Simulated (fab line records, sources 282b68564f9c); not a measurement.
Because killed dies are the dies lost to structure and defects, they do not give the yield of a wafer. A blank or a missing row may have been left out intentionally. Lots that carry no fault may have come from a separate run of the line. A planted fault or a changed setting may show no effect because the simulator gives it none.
Which tool is to blame?	flow rit-cmos	42 wafers from 14 lots sampled at 4 of the route's 202 steps

## WHAT THE GAUGES SHOWED, per wafer
RIT_SILICIDE_RS_MEAS_02: measures by four-point-probe. Usual: SILICIDE_TI_RS gives 47.9 ohm/sq (standard deviation 0.68).
lot	measured	on	SILICIDE_TI_RS (ohm/sq)	flag
L387	day 3 04:32	film-metro-01	48.4 48.6 48.0	
L388	day 3 07:21	film-metro-03	48.7 47.7 48.7	
L390	day 3 19:02	film-metro-04	48.4 47.8 48.4	
L391	day 3 22:19	film-metro-04	47.7 49.2 47.7	
L392	day 4 05:33	film-metro-01	46.7 48.5 47.8	
L393	day 4 10:30	film-metro-04	49.2 48.0 48.6	
L394	day 4 15:53	film-metro-03	48.2 48.1 48.5	
L395	day 4 19:26	film-metro-04	48.0 48.8 48.0	
L397	day 5 07:52	film-metro-04	47.3 48.0 47.8	
L398	day 5 10:23	film-metro-04	48.0 48.2 48.1	
L399	day 5 15:31	film-metro-04	47.5 47.0 48.4	
L400	day 5 20:13	film-metro-04	48.3 47.4 48.0	
L406	day 7 05:08	film-metro-04	46.5 47.4 47.7	
L407	day 7 07:26	film-metro-03	47.6 48.1 46.9	

RIT_CONTACT_THK_MEAS_01. Usual: CONTACT_TEOS_THK gives 405 nm (standard deviation 4.9).
lot	measured	on	CONTACT_TEOS_THK (nm)	flag
L387	day 3 04:55	film-metro-03	408 405 411	
L388	day 3 07:45	film-metro-04	406 402 412	
L390	day 3 19:25	film-metro-02	410 412 411	
L391	day 3 22:42	film-metro-03	406 408 409	
L392	day 4 05:57	film-metro-03	399 406 409	
L393	day 4 10:55	film-metro-02	398 402 408	
L394	day 4 16:17	film-metro-04	400 408 412	
L395	day 4 19:51	film-metro-03	409 409 405	
L397	day 5 08:17	film-metro-04	396 400 410	
L398	day 5 10:47	film-metro-04	400 408 400	
L399	day 5 15:55	film-metro-03	397 393 399	
L400	day 5 20:38	film-metro-03	404 406 408	
L406	day 7 05:32	film-metro-03	407 412 416	
L407	day 7 07:50	film-metro-02	402 398 402	

RIT_M1_BOW_MEAS_16. Usual: M1_BOW gives 18 um (standard deviation 7.1).
lot	measured	on	M1_BOW (um)	flag
L387	day 3 11:30	film-metro-02	15 20 22	
L388	day 3 14:10	film-metro-02	21 18 22	
L390	day 4 01:39	film-metro-03	29 17 9	
L391	day 4 05:05	film-metro-01	7 14 26	
L392	day 4 12:09	film-metro-03	6 23 26	
L393	day 4 17:25	film-metro-02	20 32 17	
L394	day 4 22:56	film-metro-02	13 11 23	
L395	day 5 02:19	film-metro-03	18 14 15	
L397	day 5 14:52	film-metro-03	10 18 17	
L398	day 5 17:40	film-metro-02	15 18 12	
L399	day 5 22:49	film-metro-02	15 24 22	
L400	day 6 03:33	film-metro-03	28 15 16	
L406	day 7 11:37	film-metro-02	9 20 25	
L407	day 7 14:04	film-metro-01	7 25 7	

## WHICH TOOL RAN EACH LOT (tool, then ch and the chambers of the sampled wafers, then the start)
lot	RIT_M1_STRIP_14
L387	plasma-asher-04 ch 0,1, day 3 09:42
L388	plasma-asher-03 ch 0,1, day 3 12:21
L390	plasma-asher-03 ch 0,1, day 3 23:51
L391	plasma-asher-02 ch 0,1, day 4 03:17
L392	plasma-asher-02 ch 0,1, day 4 10:20
L393	plasma-asher-04 ch 1, day 4 15:37
L394	plasma-asher-03 ch 0,1, day 4 21:05
L395	plasma-asher-04 ch 0,1, day 5 00:32
L397	plasma-asher-04 ch 0,1, day 5 12:52
L398	plasma-asher-02 ch 0,1, day 5 15:11
L399	plasma-asher-04 ch 1, day 5 20:17
L400	plasma-asher-03 ch 0,1, day 6 01:05
L406	plasma-asher-03 ch 0,1, day 7 09:51
L407	plasma-asher-02 ch 0,1, day 7 12:16
- RIT_M1_STRIP_14: strips in O2, time 180 s.

## AS READ BY THE TOOLS THEMSELVES (means over the sampled wafers that have a number; for cases with no such wafer, the mark the record gives instead)
RIT_M1_STRIP_14. Usual: chamber-pressure-mTorr 4001 mTorr, standard deviation 3.4; drypump-motor-current-A 5.8 A, standard deviation 0.4.
lot	tool	chamber-pressure-mTorr (mTorr)	drypump-motor-current-A (A)	flag
L387	plasma-asher-04	3999	5.4	
L388	plasma-asher-03	4003	5.9	
L390	plasma-asher-03	3998	6.0	
L391	plasma-asher-02	4001	6.1	
L392	plasma-asher-02	4002	6.1	
L393	plasma-asher-04	3998	5.9	
L394	plasma-asher-03	3999	5.9	
L395	plasma-asher-04	4001	5.4	
L397	plasma-asher-04	3999	5.4	
L398	plasma-asher-02	4002	6.1	
L399	plasma-asher-04	3998	5.9	
L400	plasma-asher-03	3999	6.2	
L406	plasma-asher-03	-	-	OFF
L407	plasma-asher-02	-	-	OFF

## THE ANSWER, worked out from the rows above alone
Rule: a lot is off if the mean of its wafers that have a number lies more than 3 standard deviations from the usual mean. A lot without any number at a reading at which 4 lots or more have one is off too. Where the step has rows for the other lots, those lots are counted as sound. The gauges are gone through in route order, then the tools' own readings, and for those a lot's mean is taken as printed above. The first step at which some lot is off is used, and at that step the reading that is off furthest; a lot without a number counts as furthest.
Off: L406, L407 (RIT_M1_STRIP_14, chamber-pressure-mTorr). Without a number there: L406, L407.
If a tool, at that step or one of the process steps before it, ran each lot that is off and ran no sound lot following the first of them, it fits. No candidate that was tried fits.

## WHAT HAD BEEN PUT IN BY THE SIMULATOR
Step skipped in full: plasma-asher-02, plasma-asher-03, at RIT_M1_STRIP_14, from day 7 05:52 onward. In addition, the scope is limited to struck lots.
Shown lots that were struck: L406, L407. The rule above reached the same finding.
